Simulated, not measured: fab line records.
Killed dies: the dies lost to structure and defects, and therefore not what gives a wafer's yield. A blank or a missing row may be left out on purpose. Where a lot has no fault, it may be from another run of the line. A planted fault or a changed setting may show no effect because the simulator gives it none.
A lot that was struck, set against a sound lot | flow rit_cmos | 22 steps out of a route of 202
Sound: these wafers, L258.3, L258.5, L258.6. Wafers struck: L264.1, L264.5, L264.6. Last of all comes the cause.
Each step with rows lists, per side, the tool, then ch with its chambers, then its first start. Under that, the readings that differ: sound wafers | struck wafers | difference of the means | sigmas: that difference in standard deviations of wafers without a fault.
alike: readings with means less than 2 such deviations apart, plus words and numbers identical on both sides. not compared: withheld readings, readings lacking a value on some wafer, bounds such as >300 that could conceal the same value, and numbers that have no deviation in the record and whose values overlap.
A row with sigmas, a row that says differs or no value, or rows on one side alone: a step with any of these is where the two part. When numbers do not overlap yet have no deviation, they are printed without sigmas and do not part them. Lack of a reading on every wafer of one side parts them only where that side has two or more wafers.

first, 2 steps without rows for these wafers: RIT_NSD_HARDBAKE_07 (time 60 s); RIT_NSD_IMPLANT_08.
RIT_NSD_STRIP_09: strips in O2, time 180 s.
  sound on plasma_asher-04 ch 0,1, day 4 10:02; struck on plasma_asher-02 ch 0,1, day 5 16:49
  alike: drypump_motor_current_A
  not compared: rf_hours_counter_h
RIT_NSD_TW_MEAS_10:
  struck on film_metro-01, day 5 16:59; sound on film_metro-04, day 4 10:10
  reading | sound          | struck         | difference | sigmas
  NSD_TW  | 3120 3133 3104 | 3039 3030 3034 | -85        | -3
then, 6 steps without rows for these wafers: RIT_PSD_HMDS_00 (prime time 60 s); RIT_PSD_COAT_01 (resist thk 1000 nm); RIT_PSD_SOFTBAKE_02 (time 60 s); RIT_PSD_EXPOSE_03 (exposes mask M10, target cd 40900 nm); RIT_PSD_PEB_04; RIT_PSD_DEVELOP_05 (develop time 50 s).
RIT_PSD_OVL_MEAS_06:
  struck on overlay-02, day 5 17:53; sound on overlay-01, day 4 11:14
  alike: PSD_OVL
then, 1 step without rows for these wafers: RIT_PSD_HARDBAKE_07 (time 60 s).
RIT_PSD_IMPLANT_08:
  sound on implanter-04 ch 0, day 4 11:28; struck on implanter-02 ch 0, day 5 18:05
  reading       | sound                         | struck                        | difference | sigmas
  beam_on_s (s) | 12.18 11.94 12.39             | 20.37 19.53 21.07             | +8.15      | +28
  dose_ions_cm2 | 4.999e+15 4.996e+15 5.007e+15 | 8.005e+15 8.008e+15 8.001e+15 | +3.004e+15 | +99 or more
RIT_PSD_STRIP_09: strips in O2, time 180 s.
  sound on plasma_asher-04 ch 0,1, day 4 11:37; struck on plasma_asher-03 ch 0,1, day 5 18:14
  alike: drypump_motor_current_A
  not compared: rf_hours_counter_h
RIT_PSD_TW_MEAS_10:
  struck on film_metro-03, day 5 18:24; sound on film_metro-03, day 4 11:45
  reading | sound          | struck         | difference | sigmas
  PSD_TW  | 3353 3363 3361 | 3488 3470 3469 | +117       | +3
then, 3 steps without rows for these wafers: RIT_SDANNEAL_CLEAN_00 (cleans in SC1, time 600 s); RIT_SDANNEAL_CLEAN_01 (cleans in dHF, time 30 s); RIT_SDANNEAL_CLEAN_02 (cleans in SC2, time 600 s).
RIT_SDANNEAL_RTA_03: time 5 s.
  sound on rtp_anneal-01 ch 0, day 4 12:11; struck on rtp_anneal-01 ch 0, day 5 18:52
  alike: wafer_temp_C_max
RIT_SDANNEAL_RS_MEAS_04: measurement is done with a four-point probe.
  struck on film_metro-04, day 5 18:55; sound on film_metro-01, day 4 12:16
  reading         | sound                | struck               | difference | sigmas
  PSD_RS (ohm/sq) | 115.98 116.38 116.23 | 109.90 110.18 110.20 | -6.10      | -22
RIT_SDANNEAL_RS_MEAS_05: measurement is done with a four-point probe.
  struck on film_metro-04, day 5 19:02; sound on film_metro-01, day 4 12:23
  alike: NSD_RS
RIT_M1_PROBE_99:
  struck on prober-01, day 6 02:37; sound on prober-02, day 4 19:44
  alike: killed_at_contacts, killed_at_front_end, killed_dies, killed_on_rim, killed_open, killed_short

== WHERE THEY PART ==
Last at RIT_SDANNEAL_RS_MEAS_04 as far as this record goes, first at RIT_NSD_TW_MEAS_10. Later steps at which nothing parts them and some readings are alike: RIT_SDANNEAL_RS_MEAS_05, RIT_M1_PROBE_99.

WHY: what the simulator had put in
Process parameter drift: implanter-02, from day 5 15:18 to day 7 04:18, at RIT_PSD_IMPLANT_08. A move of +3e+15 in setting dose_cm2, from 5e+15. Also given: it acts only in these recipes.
